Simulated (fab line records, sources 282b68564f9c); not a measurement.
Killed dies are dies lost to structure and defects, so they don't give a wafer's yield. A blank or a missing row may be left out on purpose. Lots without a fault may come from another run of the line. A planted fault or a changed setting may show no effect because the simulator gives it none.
Which tool did it? | flow rit_cmos | 14 lots, 42 wafers sampled, at 4 steps of a route of 202

WHAT THE GAUGES READ, wafer by wafer
RIT_M1_RS_MEAS_01: measures by four-point-probe. Usual: M1_AL_RS 0.0749 ohm/sq, standard deviation 0.00071.
lot  | measured    | on            | M1_AL_RS (ohm/sq)    | flag
L739 | day 3 15:28 | film_metro-02 | 0.0760 0.0755 0.0759 |
L740 | day 3 20:54 | film_metro-04 | 0.0738 0.0732 0.0739 |
L741 | day 3 21:03 | film_metro-03 | 0.0749 0.0756 0.0748 |
L742 | day 4 04:46 | film_metro-02 | 0.0746 0.0746 0.0744 |
L743 | day 4 08:10 | film_metro-03 | 0.0749 0.0749 0.0753 |
L748 | day 5 14:49 | film_metro-03 | 0.0748 0.0752 0.0748 |
L750 | day 6 00:38 | film_metro-03 | 0.0733 0.0736 0.0734 |
L752 | day 6 16:22 | film_metro-02 | 0.0745 0.0750 0.0755 |
L755 | day 7 03:10 | film_metro-02 | 0.0756 0.0761 0.0756 |
L757 | day 7 11:10 | film_metro-03 | 0.0739 0.0749 0.0742 |
L759 | day 7 15:26 | film_metro-04 | 0.0748 0.0746 0.0747 |
L758 | day 7 15:40 | film_metro-03 | 0.0757 0.0754 0.0748 |
L761 | day 8 03:57 | film_metro-02 | 0.0751 0.0752 0.0743 |
L762 | day 8 06:38 | film_metro-02 | 0.0747 0.0749 0.0753 |

RIT_M1_OVL_MEAS_10. Usual: M1_OVL -0.1 nm, standard deviation 1.3.
lot  | measured    | on         | M1_OVL (nm)    | flag
L739 | day 3 16:48 | overlay-02 | -0.1 -0.9 0.8  |
L740 | day 3 22:07 | overlay-01 | -2.0 -1.1 -2.1 |
L741 | day 3 22:41 | overlay-01 | 0.8 0.6 -0.6   |
L742 | day 4 05:56 | overlay-01 | -2.7 -1.8 0.8  |
L743 | day 4 09:26 | overlay-01 | -1.1 -1.4 1.0  |
L748 | day 5 15:59 | overlay-02 | 0.1 -0.1 2.1   |
L750 | day 6 01:49 | overlay-02 | -1.0 1.6 -1.7  |
L752 | day 6 17:43 | overlay-01 | 0.0 -0.5 1.3   |
L755 | day 7 04:35 | overlay-01 | -1.3 -2.4 -2.2 |
L757 | day 7 12:26 | overlay-01 | 1.8 0.3 0.4    |
L759 | day 7 16:43 | overlay-01 | 0.0 0.3 1.9    |
L758 | day 7 16:58 | overlay-02 | -0.4 -0.5 1.2  |
L761 | day 8 05:16 | overlay-01 | 0.7 0.8 -0.5   |
L762 | day 8 07:49 | overlay-02 | -0.3 -0.6 0.6  |

WHICH TOOL RAN EACH LOT (tool, then ch and the chambers of the sampled wafers, then the start)
lot  | RIT_SILICIDE_RTA_04             | RIT_M1_SPUTTER_00
L739 | rtp_anneal-01 ch 0, day 3 12:46 | pvd_sputter-03, day 3 15:09
L740 | rtp_anneal-01 ch 0, day 3 18:05 | pvd_sputter-02, day 3 20:36
L741 | rtp_anneal-01 ch 0, day 3 18:12 | pvd_sputter-04, day 3 20:45
L742 | rtp_anneal-02 ch 0, day 4 01:56 | pvd_sputter-03, day 4 04:26
L743 | rtp_anneal-01 ch 0, day 4 05:19 | pvd_sputter-04, day 4 07:53
L748 | rtp_anneal-02 ch 0, day 5 11:58 | pvd_sputter-02, day 5 14:31
L750 | rtp_anneal-02 ch 0, day 5 21:48 | pvd_sputter-03, day 6 00:20
L752 | rtp_anneal-01 ch 0, day 6 13:21 | pvd_sputter-03, day 6 16:04
L755 | rtp_anneal-01 ch 0, day 7 00:08 | pvd_sputter-02, day 7 02:50
L757 | rtp_anneal-01 ch 0, day 7 08:03 | pvd_sputter-02, day 7 10:49
L759 | rtp_anneal-01 ch 0, day 7 12:37 | pvd_sputter-03, day 7 15:07
L758 | rtp_anneal-01 ch 0, day 7 12:46 | pvd_sputter-02, day 7 15:22
L761 | rtp_anneal-01 ch 0, day 8 01:02 | pvd_sputter-04, day 8 03:39
L762 | rtp_anneal-02 ch 0, day 8 03:39 | pvd_sputter-03, day 8 06:20
- RIT_SILICIDE_RTA_04: time 10 s, ramp up 5 s, ramp down 5 s.
- RIT_M1_SPUTTER_00: material Al, target thk 400 nm, time 491.7 s.

WHAT THE TOOLS THEMSELVES READ (means of the sampled wafers that have a number; where no wafer has one, the mark that the record gives instead)
RIT_SILICIDE_RTA_04. Usual: wafer_temp_C_max 653.5, standard deviation 0.71.
lot  | tool          | wafer_temp_C_max | flag
L739 | rtp_anneal-01 | 653.5            |
L740 | rtp_anneal-01 | 653.0            |
L741 | rtp_anneal-01 | 653.2            |
L742 | rtp_anneal-02 | 653.2            |
L743 | rtp_anneal-01 | 653.8            |
L748 | rtp_anneal-02 | 657.3            | OFF
L750 | rtp_anneal-02 | 657.5            | OFF
L752 | rtp_anneal-01 | 654.2            |
L755 | rtp_anneal-01 | 653.5            |
L757 | rtp_anneal-01 | 653.4            |
L759 | rtp_anneal-01 | 653.3            |
L758 | rtp_anneal-01 | 653.9            |
L761 | rtp_anneal-01 | 653.8            |
L762 | rtp_anneal-02 | 652.8            |

RIT_M1_SPUTTER_00. Usual: throttle_valve_pct 30.1 %, standard deviation 1.1.
lot  | tool           | throttle_valve_pct (%) | flag
L739 | pvd_sputter-03 | 29.5                   |
L740 | pvd_sputter-02 | 31.2                   |
L741 | pvd_sputter-04 | 30.6                   |
L742 | pvd_sputter-03 | 28.7                   |
L743 | pvd_sputter-04 | 31.4                   |
L748 | pvd_sputter-02 | 31.4                   |
L750 | pvd_sputter-03 | 28.9                   |
L752 | pvd_sputter-03 | 29.3                   |
L755 | pvd_sputter-02 | 31.2                   |
L757 | pvd_sputter-02 | 31.2                   |
L759 | pvd_sputter-03 | 29.2                   |
L758 | pvd_sputter-02 | 31.5                   |
L761 | pvd_sputter-04 | 30.0                   |
L762 | pvd_sputter-03 | 29.8                   |

THE ANSWER, worked out from the rows above alone
Rule: a lot is off if the mean of its wafers that have a number lies more than 3 standard deviations from the usual mean. A lot without any number at a reading at which 4 lots or more have one is off too. The other lots that the step has rows for count as sound. The gauges are gone through in route order, then the tools' own readings, and for those a lot's mean is taken as printed above. The first step at which some lot is off is used, and at that step the reading that is off furthest; a lot without a number counts as furthest.
Off: L748, L750, at RIT_SILICIDE_RTA_04 (wafer_temp_C_max).
A tool fits if, at that step or a process step before it, it ran every lot that is off, and no sound lot after the first of them. None of those tried fits.

WHAT THE SIMULATOR HAD PUT IN
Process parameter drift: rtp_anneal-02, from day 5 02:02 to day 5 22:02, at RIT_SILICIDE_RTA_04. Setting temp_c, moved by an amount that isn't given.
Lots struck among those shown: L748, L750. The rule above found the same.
